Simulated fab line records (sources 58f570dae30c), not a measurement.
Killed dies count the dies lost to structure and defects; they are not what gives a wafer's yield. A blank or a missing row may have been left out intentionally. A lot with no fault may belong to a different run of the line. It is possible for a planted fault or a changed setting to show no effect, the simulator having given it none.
fab line records + flow berkeleyCmos170
[record]
- lots = 15
- wafers = 45
- lastDay = 13
route steps=331 shown NSD@193 SILICIDE@212 CONTACT@229 M1@248
lots untouched by any fault: they come from a run of this same line in which no faults occurred
startH: the number of hours between the record's first day and the start of the first shown wafer of the lot + waitH: how many hours have passed since the lot's step before this one + " same as the row above + L1.1+2: one row covering several wafers at once + - no value present, or no start provided + * or withheld: withheld + < > ~ a bound
route shown NAME@n: NAME is a module with steps in the file, n the number in the route of the first one + usual: the fault-free wafers' mean and standard deviation + same: alike in all rows + chamber/n: place in a boat + sites: per-site readings + _std_site: standard deviation across them + _edge_site: outer sites' mean less inner sites' + radiusMm: how far each site lies from the wafer's centre + mask NAME#n: copy n + behind: the most recent tool/chamber to have shaped the wafer + hold: the reason the lot was held/the length of the hold in hours/how it ended + device: the n, p or np transistor that did not switch + end of line: tests of these same wafers at the route's end + a step without rows: its recipe alone + killed: count of dies lost to structure and defects at first sort (not the wafer's yield) + map: a wafer's dies, marking killed ones x, the rest . and places with no die _
set.NAME: the setting that was run; set.NAME@STEP: the one run at that earlier step + model.NAME: the simulator's own value behind a step, which no gauge read
one table for each step of the route and one row for each wafer, over a sample of lots
[[steps]]
[step UCB170_NSD_CD_MEAS_06]
[recipe]
- targetCdNm = 1200
[usual]
- cdNm = 1199.8/1.4
| lot.wafer | tool     | chamber | startH | waitH | cdNm   |
|-----------|----------|---------|--------|-------|--------|
| L360.3    | cdSem-02 | -       | 175.88 | -     | 1200.4 |
| L360.4    | "        | -       | "      | "     | 1201.0 |
| L360.6    | "        | -       | "      | "     | 1199.9 |
| L363.3    | cdSem-01 | -       | 176.12 | -     | 1201.5 |
| L363.4    | "        | -       | "      | "     | 1202.2 |
| L363.6    | "        | -       | "      | "     | 1201.8 |
| L361.1    | cdSem-02 | -       | 176.36 | -     | 1199.6 |
| L361.3    | "        | -       | "      | "     | 1199.4 |
| L361.6    | "        | -       | "      | "     | 1199.4 |
| L362.2    | cdSem-02 | -       | 176.59 | -     | 1198.3 |
| L362.5    | "        | -       | "      | "     | 1199.9 |
| L362.6    | "        | -       | "      | "     | 1200.2 |
| L365.1    | cdSem-02 | -       | 180.65 | -     | 1200.9 |
| L365.2    | "        | -       | "      | "     | 1202.6 |
| L365.5    | "        | -       | "      | "     | 1201.1 |
| L368.1    | cdSem-02 | -       | 199.59 | -     | 1197.2 |
| L368.2    | "        | -       | "      | "     | 1198.7 |
| L368.5    | "        | -       | "      | "     | 1197.7 |
| L369.1    | cdSem-02 | -       | 199.99 | -     | 1197.9 |
| L369.2    | "        | -       | "      | "     | 1197.6 |
| L369.3    | "        | -       | "      | "     | 1198.5 |
| L371.3    | cdSem-01 | -       | 213.00 | -     | 1201.6 |
| L371.5    | "        | -       | "      | "     | 1202.0 |
| L371.6    | "        | -       | "      | "     | 1201.7 |
| L374.1    | cdSem-02 | -       | 229.49 | -     | 1201.6 |
| L374.3    | "        | -       | "      | "     | 1201.2 |
| L374.6    | "        | -       | "      | "     | 1201.9 |
| L373.3    | cdSem-02 | -       | 229.81 | -     | 1197.1 |
| L373.5    | "        | -       | "      | "     | 1198.7 |
| L373.6    | "        | -       | "      | "     | 1197.2 |
| L375.1    | cdSem-02 | -       | 230.03 | -     | 1201.4 |
| L375.2    | "        | -       | "      | "     | 1201.3 |
| L375.6    | "        | -       | "      | "     | 1202.8 |
| L376.1    | cdSem-02 | -       | 245.90 | -     | 1201.1 |
| L376.4    | "        | -       | "      | "     | 1202.7 |
| L376.6    | "        | -       | "      | "     | 1201.7 |
| L378.4    | cdSem-02 | -       | 256.33 | -     | 1199.8 |
| L378.5    | "        | -       | "      | "     | 1200.3 |
| L378.6    | "        | -       | "      | "     | 1199.6 |
| L379.1    | cdSem-01 | -       | 256.55 | -     | 1199.0 |
| L379.3    | "        | -       | "      | "     | 1199.9 |
| L379.4    | "        | -       | "      | "     | 1198.3 |
| L383.2    | cdSem-02 | -       | 272.80 | -     | 1199.2 |
| L383.4    | "        | -       | "      | "     | 1200.8 |
| L383.6    | "        | -       | "      | "     | 1199.8 |
[step UCB170_SILICIDE_RS_MEAS_02]
[recipe]
- thkMeasGauge = four-point-probe
- reads = Ti_of_SILICIDE_SPUTTER_01
[usual]
- SILICIDE_TI_RS = 26.1/0.32
| lot.wafer | tool         | chamber | startH | waitH | SILICIDE_TI_RS[ohm/sq] |
|-----------|--------------|---------|--------|-------|------------------------|
| L360.3    | filmMetro-04 | -       | 178.47 | 0.1   | 25.9                   |
| L360.4    | "            | -       | "      | "     | 25.9                   |
| L360.6    | "            | -       | "      | "     | 25.8                   |
| L363.3    | filmMetro-02 | -       | 179.43 | 0.1   | 26.0                   |
| L363.4    | "            | -       | "      | "     | 26.5                   |
| L363.6    | "            | -       | "      | "     | 26.4                   |
| L361.1    | filmMetro-04 | -       | 179.52 | 0.0   | 26.0                   |
| L361.3    | "            | -       | "      | "     | 25.8                   |
| L361.6    | "            | -       | "      | "     | 25.9                   |
| L362.2    | filmMetro-02 | -       | 179.71 | 0.1   | 26.1                   |
| L362.5    | "            | -       | "      | "     | 26.1                   |
| L362.6    | "            | -       | "      | "     | 25.9                   |
| L365.1    | filmMetro-04 | -       | 182.83 | 0.0   | 26.3                   |
| L365.2    | "            | -       | "      | "     | 26.7                   |
| L365.5    | "            | -       | "      | "     | 26.1                   |
| L368.1    | filmMetro-02 | -       | 202.75 | 0.0   | 26.3                   |
| L368.2    | "            | -       | "      | "     | 26.1                   |
| L368.5    | "            | -       | "      | "     | 26.1                   |
| L369.1    | filmMetro-02 | -       | 203.00 | 0.0   | 25.8                   |
| L369.2    | "            | -       | "      | "     | 25.5                   |
| L369.3    | "            | -       | "      | "     | 25.5                   |
| L371.3    | filmMetro-04 | -       | 215.08 | 0.1   | 26.5                   |
| L371.5    | "            | -       | "      | "     | 26.4                   |
| L371.6    | "            | -       | "      | "     | 26.0                   |
| L374.1    | filmMetro-03 | -       | 232.03 | 0.0   | 26.6                   |
| L374.3    | "            | -       | "      | "     | 26.7                   |
| L374.6    | "            | -       | "      | "     | 26.5                   |
| L373.3    | filmMetro-03 | -       | 232.42 | 0.1   | 25.6                   |
| L373.5    | "            | -       | "      | "     | 25.6                   |
| L373.6    | "            | -       | "      | "     | 25.8                   |
| L375.1    | filmMetro-02 | -       | 232.56 | 0.0   | 26.2                   |
| L375.2    | "            | -       | "      | "     | 25.9                   |
| L375.6    | "            | -       | "      | "     | 26.1                   |
| L376.1    | filmMetro-03 | -       | 248.10 | 0.0   | 26.2                   |
| L376.4    | "            | -       | "      | "     | 26.5                   |
| L376.6    | "            | -       | "      | "     | 26.6                   |
| L378.4    | filmMetro-03 | -       | 258.75 | 0.1   | 26.5                   |
| L378.5    | "            | -       | "      | "     | 26.4                   |
| L378.6    | "            | -       | "      | "     | 26.2                   |
| L379.1    | filmMetro-04 | -       | 258.93 | 0.0   | 26.6                   |
| L379.3    | "            | -       | "      | "     | 26.7                   |
| L379.4    | "            | -       | "      | "     | 26.6                   |
| L383.2    | filmMetro-03 | -       | 275.03 | 0.0   | 26.0                   |
| L383.4    | "            | -       | "      | "     | 26.0                   |
| L383.6    | "            | -       | "      | "     | 26.0                   |
[step UCB170_CONTACT_PEB_13]
[recipe]
- pebTempC = 130
- pebTimeS = withheld
- resist = KrF
[usual]
- chillPlateTempC = 23.03/0.11
- exhaustPa = 45.2/0.92
| lot.wafer | tool          | chamber | startH | waitH | chillPlateTempC | exhaustPa |
|-----------|---------------|---------|--------|-------|-----------------|-----------|
| L363.3    | lithoTrack-04 | 0       | 183.33 | 0.1   | 23.22           | 45.2      |
| L363.4    | "             | 0       | "      | "     | 23.10           | 45.4      |
| L363.6    | "             | 0       | "      | "     | 23.20           | 45.7      |
| L360.3    | lithoTrack-02 | 0       | 183.97 | 0.3   | 22.98           | 45.4      |
| L360.4    | "             | 0       | "      | "     | 22.95           | 43.7      |
| L360.6    | "             | 0       | "      | "     | 22.86           | 44.6      |
| L361.1    | lithoTrack-01 | 0       | 185.83 | 0.5   | 23.30           | 45.2      |
| L361.3    | "             | 0       | "      | "     | 23.23           | 46.2      |
| L361.6    | "             | 0       | "      | "     | 23.27           | 45.4      |
| L362.2    | lithoTrack-01 | 0       | 186.13 | 0.7   | 22.95           | 43.8      |
| L362.5    | "             | 0       | "      | "     | 23.02           | 44.5      |
| L362.6    | "             | 0       | "      | "     | 22.84           | 44.8      |
| L365.1    | lithoTrack-04 | 0       | 187.26 | 0.1   | 22.94           | 44.7      |
| L365.2    | "             | 0       | "      | "     | 23.00           | 45.0      |
| L365.5    | "             | 0       | "      | "     | 22.98           | 46.5      |
| L368.1    | lithoTrack-01 | -       | 209.58 | 0.5   | -               | -         |
| L368.2    | "             | -       | "      | "     | -               | -         |
| L368.5    | "             | -       | "      | "     | -               | -         |
| L369.1    | lithoTrack-04 | -       | 209.75 | 0.6   | -               | -         |
| L369.2    | "             | -       | "      | "     | -               | -         |
| L369.3    | "             | -       | "      | "     | -               | -         |
| L371.3    | lithoTrack-04 | -       | 220.71 | 0.1   | -               | -         |
| L371.5    | "             | -       | "      | "     | -               | -         |
| L371.6    | "             | -       | "      | "     | -               | -         |
| L373.3    | lithoTrack-01 | 0       | 237.99 | 0.4   | 22.93           | 44.6      |
| L373.5    | "             | 0       | "      | "     | 23.19           | 45.1      |
| L373.6    | "             | 0       | "      | "     | 23.15           | 45.3      |
| L374.1    | lithoTrack-01 | 0       | 238.22 | 0.5   | 23.10           | 46.2      |
| L374.3    | "             | 0       | "      | "     | 22.86           | 46.5      |
| L374.6    | "             | 0       | "      | "     | 23.03           | 45.3      |
| L375.1    | lithoTrack-04 | 0       | 238.57 | 0.6   | 23.15           | 44.7      |
| L375.2    | "             | 0       | "      | "     | 23.04           | 45.9      |
| L375.6    | "             | 0       | "      | "     | 23.05           | 47.4      |
| L376.1    | lithoTrack-02 | 0       | 252.71 | 0.4   | 23.00           | 44.9      |
| L376.4    | "             | 0       | "      | "     | 22.95           | 44.8      |
| L376.6    | "             | 0       | "      | "     | 23.04           | 45.2      |
| L378.4    | lithoTrack-01 | 0       | 265.30 | 0.6   | 23.07           | 45.4      |
| L378.5    | "             | 0       | "      | "     | 23.15           | 45.0      |
| L378.6    | "             | 0       | "      | "     | 23.15           | 45.4      |
| L379.1    | lithoTrack-04 | 0       | 265.98 | 0.6   | 22.87           | 45.4      |
| L379.3    | "             | 0       | "      | "     | 22.97           | 46.2      |
| L379.4    | "             | 0       | "      | "     | 22.91           | 47.0      |
| L383.2    | lithoTrack-01 | 0       | 282.56 | 0.7   | 23.07           | 43.4      |
| L383.4    | "             | 0       | "      | "     | 23.03           | 44.3      |
| L383.6    | "             | 0       | "      | "     | 23.11           | 45.7      |
[step UCB170_M1_OVL_MEAS_10]
[usual]
- M1_OVL = -2/5
| lot.wafer | tool       | chamber | startH | waitH | M1_OVL[nm] |
|-----------|------------|---------|--------|-------|------------|
| L363.3    | overlay-01 | -       | 186.01 | 0.1   | -5         |
| L363.4    | "          | -       | "      | "     | 1          |
| L363.6    | "          | -       | "      | "     | -10        |
| L360.3    | overlay-02 | -       | 186.29 | 0.1   | -4         |
| L360.4    | "          | -       | "      | "     | 2          |
| L360.6    | "          | -       | "      | "     | 6          |
| L361.1    | overlay-01 | -       | 188.31 | 0.1   | -1         |
| L361.3    | "          | -       | "      | "     | 8          |
| L361.6    | "          | -       | "      | "     | 0          |
| L362.2    | overlay-02 | -       | 188.63 | 0.1   | -3         |
| L362.5    | "          | -       | "      | "     | 0          |
| L362.6    | "          | -       | "      | "     | -3         |
| L365.1    | overlay-02 | -       | 189.46 | 0.1   | -8         |
| L365.2    | "          | -       | "      | "     | -9         |
| L365.5    | "          | -       | "      | "     | -3         |
| L373.3    | overlay-02 | -       | 240.29 | 0.1   | -2         |
| L373.5    | "          | -       | "      | "     | -6         |
| L373.6    | "          | -       | "      | "     | -6         |
| L374.1    | overlay-02 | -       | 241.11 | 0.1   | 1          |
| L374.3    | "          | -       | "      | "     | -1         |
| L374.6    | "          | -       | "      | "     | -1         |
| L375.1    | overlay-01 | -       | 241.21 | 0.1   | 4          |
| L375.2    | "          | -       | "      | "     | -4         |
| L375.6    | "          | -       | "      | "     | -4         |
| L376.1    | overlay-01 | -       | 255.63 | 0.1   | 4          |
| L376.4    | "          | -       | "      | "     | 2          |
| L376.6    | "          | -       | "      | "     | -4         |
| L378.4    | overlay-02 | -       | 267.76 | 0.1   | 0          |
| L378.5    | "          | -       | "      | "     | -6         |
| L378.6    | "          | -       | "      | "     | 1          |
| L379.1    | overlay-01 | -       | 268.44 | 0.1   | -3         |
| L379.3    | "          | -       | "      | "     | -4         |
| L379.4    | "          | -       | "      | "     | 4          |
| L383.2    | overlay-02 | -       | 285.50 | 0.1   | -5         |
| L383.4    | "          | -       | "      | "     | 3          |
| L383.6    | "          | -       | "      | "     | -3         |
[[key]]
[firstSign]
- step = UCB170_CONTACT_PEB_13
- reading = toolRecord
- direction = missing
effect none on later readings
metAt UCB170_CONTACT_PEB_13
struckLots L368,L369,L371
laterRowsLeftOut L368.1,L368.2,L368.5,L369.1,L369.2,L369.3,L371.3,L371.5,L371.6
sortLeftOut L368.1,L368.2,L368.5,L369.1,L369.2,L369.3,L371.3,L371.5,L371.6
testerLeftOut L368,L369,L371
notActingAt UCB170_NSD_CD_MEAS_06,UCB170_SILICIDE_RS_MEAS_02,UCB170_M1_OVL_MEAS_10
onsetBetween 187.26 209.58
[fault]
- kind = skippedStepWhole
- tool = lithoTrack-01,lithoTrack-04
- chamber = -
- onsetH = 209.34
- steps = UCB170_CONTACT_PEB_13
- scope = struckLotsOnly
// testerLeftOut: of these lots the tester's yield and bins aren't shown, on N5 and GAA mostly nor the transistor test; their killed dies are dies lost to structure and defects alone, not to doping, threshold or leakage, so they don't give the yield
// sortLeftOut: the simulated sort isn't trusted on such a fault, so these wafers' sort isn't shown, and their yield isn't known
// laterRowsLeftOut: the simulator's readings of these wafers behind a module that went badly wrong aren't trusted and aren't shown, but for the sort
